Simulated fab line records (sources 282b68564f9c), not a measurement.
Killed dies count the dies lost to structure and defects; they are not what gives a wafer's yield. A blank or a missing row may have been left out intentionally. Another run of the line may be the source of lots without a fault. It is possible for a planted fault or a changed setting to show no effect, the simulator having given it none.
What tool caused it? | flow rit cmos | 39 wafers from 13 lots sampled at 4 of the route's 202 steps

== WHAT EACH GAUGE READ, for each wafer ==
RIT_CONTACT_CD_MEAS_08: the cd target is 1000 nm.
lot  | measured    | on        | cd nm (nm)
L640 | day 3 05:10 | cd sem-02 | 999.0 999.8 998.6
L641 | day 3 09:43 | cd sem-02 | 1001.6 1002.2 1000.2
L642 | day 3 13:44 | cd sem-01 | 1003.5 1001.8 1004.5
L644 | day 4 02:08 | cd sem-01 | 1002.5 1001.9 1003.6
L645 | day 4 06:23 | cd sem-02 | 998.7 998.3 996.7
L646 | day 4 11:53 | cd sem-02 | 998.5 1000.3 999.7
L647 | day 4 15:48 | cd sem-02 | 1000.2 998.2 1002.3
L652 | day 5 16:13 | cd sem-02 | 1025.9 1086.8 1078.7
L653 | day 5 20:20 | cd sem-02 | 1000.5 999.6 1001.2
L655 | day 6 07:26 | cd sem-01 | 1003.0 1002.2 1001.5
L659 | day 7 04:06 | cd sem-02 | 1000.9 998.6 997.1
L661 | day 7 11:56 | cd sem-02 | 1002.7 1001.9 1000.8
L663 | day 7 23:26 | cd sem-01 | 999.9 1001.5 997.6

RIT_M1_OVL_MEAS_10.
lot  | measured    | on         | M1_OVL (nm)
L640 | day 3 07:46 | overlay-01 | 0.3 1.2 -1.2
L641 | day 3 12:28 | overlay-01 | -0.6 0.0 0.0
L642 | day 3 16:29 | overlay-02 | -0.1 1.1 -1.0
L644 | day 4 04:52 | overlay-02 | 2.0 0.3 0.6
L645 | day 4 09:11 | overlay-01 | -1.6 -1.9 -0.7
L646 | day 4 14:49 | overlay-01 | 2.4 1.2 3.6
L647 | day 4 18:31 | overlay-02 | -0.6 -0.8 -2.2
L652 | day 5 18:58 | overlay-02 | 1.1 1.3 0.7
L653 | day 5 23:01 | overlay-02 | 0.6 -0.2 1.1
L655 | day 6 10:13 | overlay-01 | 3.1 3.1 3.4
L659 | day 7 06:53 | overlay-02 | 1.5 1.7 1.1
L661 | day 7 14:54 | overlay-02 | 0.8 1.9 3.3
L663 | day 8 02:10 | overlay-02 | 0.2 0.2 1.1

== WHICH TOOL RAN EACH LOT (tool, then ch and the chambers of the sampled wafers, then the start) ==
lot  | RIT_CONTACT_EXPOSE_05              | RIT_CONTACT_STRIP_12
L640 | iline stepper-01 ch 0, day 3 04:38 | plasma asher-01 ch 0,1, day 3 05:38
L641 | iline stepper-01 ch 0, day 3 09:12 | plasma asher-03 ch 0,1, day 3 10:13
L642 | iline stepper-02 ch 0, day 3 13:13 | plasma asher-04 ch 0,1, day 3 14:14
L644 | iline stepper-01 ch 0, day 4 01:37 | plasma asher-03 ch 0,1, day 4 02:39
L645 | iline stepper-02 ch 0, day 4 05:52 | plasma asher-01 ch 0,1, day 4 06:52
L646 | iline stepper-02 ch 0, day 4 11:22 | plasma asher-03 ch 0,1, day 4 12:24
L647 | iline stepper-01 ch 0, day 4 15:17 | plasma asher-01 ch 0,1, day 4 16:19
L652 | iline stepper-01 ch 0, day 5 15:31 | plasma asher-03 ch 0,1, day 5 16:41
L653 | iline stepper-02 ch 0, day 5 19:49 | plasma asher-03 ch 0,1, day 5 20:50
L655 | iline stepper-02 ch 0, day 6 06:52 | plasma asher-03 ch 0,1, day 6 07:56
L659 | iline stepper-02 ch 0, day 7 03:35 | plasma asher-01 ch 0,1, day 7 04:35
L661 | iline stepper-02 ch 0, day 7 11:23 | plasma asher-01 ch 0, day 7 12:34
L663 | iline stepper-02 ch 0, day 7 22:55 | plasma asher-01 ch 0,1, day 7 23:58
- RIT_CONTACT_EXPOSE_05: exposes mask M11, target cd 1000 nm.
- RIT_CONTACT_STRIP_12: strips in O2, time 180 s.

== AS READ BY THE TOOLS THEMSELVES (means over the sampled wafers that have a number; for cases with no such wafer, the mark the record gives instead) ==
RIT_CONTACT_EXPOSE_05.
lot  | tool             | exposure dose mJ cm2
L640 | iline stepper-01 | 250.07
L641 | iline stepper-01 | 249.66
L642 | iline stepper-02 | 249.86
L644 | iline stepper-01 | 250.18
L645 | iline stepper-02 | 249.79
L646 | iline stepper-02 | 250.36
L647 | iline stepper-01 | 249.99
L652 | iline stepper-01 | 240.85
L653 | iline stepper-02 | 250.25
L655 | iline stepper-02 | 249.66
L659 | iline stepper-02 | 249.86
L661 | iline stepper-02 | 249.97
L663 | iline stepper-02 | 249.86

RIT_CONTACT_STRIP_12.
lot  | tool            | drypump motor current A (A) | rf refl power W (W)
L640 | plasma asher-01 | 5.6                         | 6.4
L641 | plasma asher-03 | 5.7                         | 6.0
L642 | plasma asher-04 | 5.8                         | 8.6
L644 | plasma asher-03 | 5.8                         | 5.9
L645 | plasma asher-01 | 5.8                         | 6.1
L646 | plasma asher-03 | 5.6                         | 6.0
L647 | plasma asher-01 | 5.6                         | 6.4
L652 | plasma asher-03 | 5.7                         | 6.2
L653 | plasma asher-03 | 5.8                         | 6.0
L655 | plasma asher-03 | 5.7                         | 6.0
L659 | plasma asher-01 | 5.6                         | 6.3
L661 | plasma asher-01 | 6.1                         | 6.0
L663 | plasma asher-01 | 5.8                         | 6.2

== THE ANSWER, worked out from the rows above alone ==
Rule: what is usual is taken from the lots themselves. Put in order of their means at a reading, lots are off if they are a third of the lots or fewer, leave a main group of 4 or more, and stand apart from it by a gap of 3 or more times the standard deviation of the main group's means; of several such gaps the widest counts. A main group is skipped when, at the precision printed for the reading in the tables above, its means are all equal. Also off: a lot with no number at a reading for which 4 or more lots have one. Any other lot the step has rows for is counted as sound. Order of review: gauges by route order, followed by the tools' own readings, for which a lot's mean as printed above is used. The first step at which some lot is off is used, and at that step the reading that is off furthest; a lot without a number counts as furthest.
Off: L652 (RIT_CONTACT_CD_MEAS_08, cd nm). For the main group the mean is 1000.6 nm and the standard deviation 1.6.
If a tool, at a process step before that reading, ran all the lots that are off and no sound lot after the first of them, it fits. Not tried: the gauges at RIT_CONTACT_CD_MEAS_08; whatever is off there is also off at RIT_CONTACT_EXPOSE_05, on other tools, and gauge error can't account for it. One fits: RIT_CONTACT_EXPOSE_05 on iline stepper-01. A fault onset in the window from L647 (day 4 15:17, its last sound lot) to L652 (day 5 15:31, its first lot off) fits.
On the lots that are off, the tool's own readings at RIT_CONTACT_EXPOSE_05 differ by more than 5 times the standard deviation of the sound lots' means, which bears it out; exposure dose mJ cm2 reads 240.85 there versus 249.96 on the sound lots.

== WHAT HAD BEEN PUT IN BY THE SIMULATOR ==
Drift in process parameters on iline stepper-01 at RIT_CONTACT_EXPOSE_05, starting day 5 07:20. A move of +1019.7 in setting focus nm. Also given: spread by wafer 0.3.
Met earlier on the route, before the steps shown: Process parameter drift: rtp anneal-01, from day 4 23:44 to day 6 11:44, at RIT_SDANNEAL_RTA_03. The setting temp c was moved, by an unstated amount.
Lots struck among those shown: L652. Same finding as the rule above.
